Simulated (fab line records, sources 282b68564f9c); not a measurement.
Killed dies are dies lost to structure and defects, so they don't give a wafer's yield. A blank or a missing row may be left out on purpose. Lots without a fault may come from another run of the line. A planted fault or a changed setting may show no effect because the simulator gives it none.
A struck lot beside a sound one | flow rit_cmos | 15 steps out of a route of 202
Sound: wafers L525.1, L525.2, L525.6. Struck: wafers L523.3, L523.4, L523.5. The cause comes at the end.
At each step with rows: each side's tool, then ch and its chambers, then its first start. Under that, the readings that differ: sound wafers | struck wafers | difference of the means | sigmas: that difference in standard deviations of wafers without a fault.
alike: readings whose means differ by less than 2 such deviations, and words and numbers that are the same on both sides. not compared: withheld readings, readings that some wafer has no value for, bounds like >300 that may hide the same value, and numbers for which the record gives no deviation and whose values overlap.
The two part at a step that has a row with sigmas, a row that says differs or no value, or rows on one side only. Numbers that don't overlap but have no deviation are shown without sigmas and don't part them. A reading that every wafer of one side lacks parts them only if that side has two wafers or more.

first, 4 steps without rows for these wafers: RIT_NWELL_SOFTBAKE_02 (time 60 s); RIT_NWELL_EXPOSE_03 (exposes mask M2, target cd 43900 nm); RIT_NWELL_PEB_04; RIT_NWELL_DEVELOP_05 (develop time 68 s).
RIT_NWELL_OVL_MEAS_06:
  sound on overlay-01, day 3 10:02; struck on overlay-02, day 3 05:34
  alike: NWELL_OVL
then, 2 steps without rows for these wafers: RIT_NWELL_HARDBAKE_07 (time 120 s); RIT_NWELL_IMPLANT_08.
RIT_NWELL_STRIP_09: strips in O2, time 180 s.
  sound on plasma_asher-01 ch 0,1, day 3 10:37; struck on plasma_asher-04 ch 0,1, day 3 06:04
  alike: drypump_motor_current_A
  not compared: rf_hours_counter_h
RIT_NWELL_TW_MEAS_10:
  sound on film_metro-04, day 3 10:47; struck on film_metro-01, day 3 06:11
  reading  | sound          | struck         | difference | sigmas
  NWELL_TW | 2134 2129 2135 | 2187 2188 2184 | +54        | +2
then, 3 steps without rows for these wafers: RIT_PWELL_HMDS_00 (prime time 60 s); RIT_PWELL_COAT_01 (resist thk 1300 nm); RIT_PWELL_SOFTBAKE_02 (time 60 s).
RIT_PWELL_EXPOSE_03: exposes mask M3, target cd 43700 nm.
  sound on iline_stepper-01 ch 0, day 3 11:18; struck on iline_stepper-02 ch 0, day 3 06:51
  reading | sound          | struck                  | difference | sigmas
  mask    | M3#0 M3#0 M3#0 | M3_R1#0 M3_R1#0 M3_R1#0 | differs    |
then, 1 step without rows for these wafers: RIT_PWELL_PEB_04.
RIT_M1_PROBE_99:
  sound on prober-01, day 5 04:56; struck on prober-01, day 4 22:21
  reading                                 | sound             | struck            | difference | sigmas
  model.etest.well_edge_left.line_ohm_um  | 181 183.7 184.5   | 173.8 170.5 174.8 | -10.0      |
  model.etest.well_edge_right.line_ohm_um | 181 182.8 181.3   | 171.5 173 169.8   | -10.3      |
  model.etest.iso_nwell_nwell.bv_v (V)    | 22.23 22.24 22.02 | 23.59 23.28 23.62 | +1.33      |
  alike: killed_at_front_end, killed_dies, killed_on_rim, killed_open, killed_short

WHERE THEY PART
First at RIT_NWELL_TW_MEAS_10; last, within this record, at RIT_PWELL_EXPOSE_03. Later steps at which nothing parts them and some readings are alike: RIT_M1_PROBE_99.

WHY: what the simulator had put in
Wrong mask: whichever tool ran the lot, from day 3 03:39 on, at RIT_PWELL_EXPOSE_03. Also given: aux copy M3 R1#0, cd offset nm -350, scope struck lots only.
